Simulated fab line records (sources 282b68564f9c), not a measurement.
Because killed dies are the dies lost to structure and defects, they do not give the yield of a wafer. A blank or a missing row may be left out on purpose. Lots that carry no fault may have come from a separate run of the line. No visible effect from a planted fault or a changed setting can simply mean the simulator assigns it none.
The tool behind it: which one? || flow rit-cmos || 42 wafers sampled from 14 lots at 1 step of a route of 202

== WHAT THE GAUGES SHOWED, per wafer ==
The record holds no reading of a measuring or inspecting step that can be judged against a usual standard deviation.

== WHAT TOOL EACH LOT RAN ON (gives the tool, then ch and the chambers of the sampled wafers, and finally the start) ==
{"lot": "L810", "RIT_PSD_DEVELOP_05": "litho-track-01 ch 0, day 3 01:00"}
{"lot": "L812", "RIT_PSD_DEVELOP_05": "litho-track-01 ch 0, day 3 10:00"}
{"lot": "L815", "RIT_PSD_DEVELOP_05": "litho-track-03 ch 0, day 4 05:00"}
{"lot": "L817", "RIT_PSD_DEVELOP_05": "litho-track-01 ch 0, day 4 12:00"}
{"lot": "L819", "RIT_PSD_DEVELOP_05": "litho-track-01 ch 0, day 4 22:00"}
{"lot": "L821", "RIT_PSD_DEVELOP_05": "litho-track-01 ch 0, day 5 08:00"}
{"lot": "L822", "RIT_PSD_DEVELOP_05": "litho-track-02 ch 0, day 5 12:00"}
{"lot": "L824", "RIT_PSD_DEVELOP_05": "litho-track-03, day 6 00:00"}
{"lot": "L825", "RIT_PSD_DEVELOP_05": "litho-track-01, day 6 02:00"}
{"lot": "L827", "RIT_PSD_DEVELOP_05": "litho-track-01 ch 0, day 6 16:00"}
{"lot": "L829", "RIT_PSD_DEVELOP_05": "litho-track-02 ch 0, day 6 22:00"}
{"lot": "L831", "RIT_PSD_DEVELOP_05": "litho-track-02 ch 0, day 7 08:00"}
{"lot": "L832", "RIT_PSD_DEVELOP_05": "litho-track-03 ch 0, day 7 15:00"}
{"lot": "L833", "RIT_PSD_DEVELOP_05": "litho-track-01 ch 0, day 7 20:00"}
- RIT_PSD_DEVELOP_05: develop time 50 s.

== AS READ BY THE TOOLS THEMSELVES (means over the sampled wafers that have a number; for cases with no such wafer, the mark the record gives instead) ==
RIT_PSD_DEVELOP_05.
{"lot": "L810", "tool": "litho-track-01", "chill-plate-temp-C (C)": 23.07}
{"lot": "L812", "tool": "litho-track-01", "chill-plate-temp-C (C)": 23.05}
{"lot": "L815", "tool": "litho-track-03", "chill-plate-temp-C (C)": 23.10}
{"lot": "L817", "tool": "litho-track-01", "chill-plate-temp-C (C)": 23.08}
{"lot": "L819", "tool": "litho-track-01", "chill-plate-temp-C (C)": 22.88}
{"lot": "L821", "tool": "litho-track-01", "chill-plate-temp-C (C)": 23.00}
{"lot": "L822", "tool": "litho-track-02", "chill-plate-temp-C (C)": 23.00}
{"lot": "L824", "tool": "litho-track-03", "chill-plate-temp-C (C)": "-"}
{"lot": "L825", "tool": "litho-track-01", "chill-plate-temp-C (C)": "-"}
{"lot": "L827", "tool": "litho-track-01", "chill-plate-temp-C (C)": 22.99}
{"lot": "L829", "tool": "litho-track-02", "chill-plate-temp-C (C)": 22.94}
{"lot": "L831", "tool": "litho-track-02", "chill-plate-temp-C (C)": 22.91}
{"lot": "L832", "tool": "litho-track-03", "chill-plate-temp-C (C)": 22.94}
{"lot": "L833", "tool": "litho-track-01", "chill-plate-temp-C (C)": 22.97}

== THE ANSWER, worked out from the rows above alone ==
Rule: the lots themselves supply what counts as usual. The widest of any qualifying gaps counts: lots, ordered by their means at a reading, are off when they make up no more than a third of the lots, leave a main group of 4 or more, and stand apart from it by 3 or more times the standard deviation of that group's means. A main group whose means are all the same, to the digits that the tables above print for the reading, isn't used. A lot without any number at a reading at which 4 lots or more have one is off too. Any other lot the step has rows for is counted as sound. First the gauges in route order, then the tools' own readings, where a lot's mean is used as printed above. At the first step where some lot is off, the reading lying furthest off is the one used; lots without a number count as furthest.
Off, at RIT_PSD_DEVELOP_05 on chill-plate-temp-C: L824, L825. Without a number there: L824, L825. The main group: mean 22.99 C, standard deviation 0.067.
A tool fits if, at that step or a process step before it, it ran every lot that is off, and no sound lot after the first of them. None of those tried fits.

== WHAT HAD BEEN PUT IN BY THE SIMULATOR ==
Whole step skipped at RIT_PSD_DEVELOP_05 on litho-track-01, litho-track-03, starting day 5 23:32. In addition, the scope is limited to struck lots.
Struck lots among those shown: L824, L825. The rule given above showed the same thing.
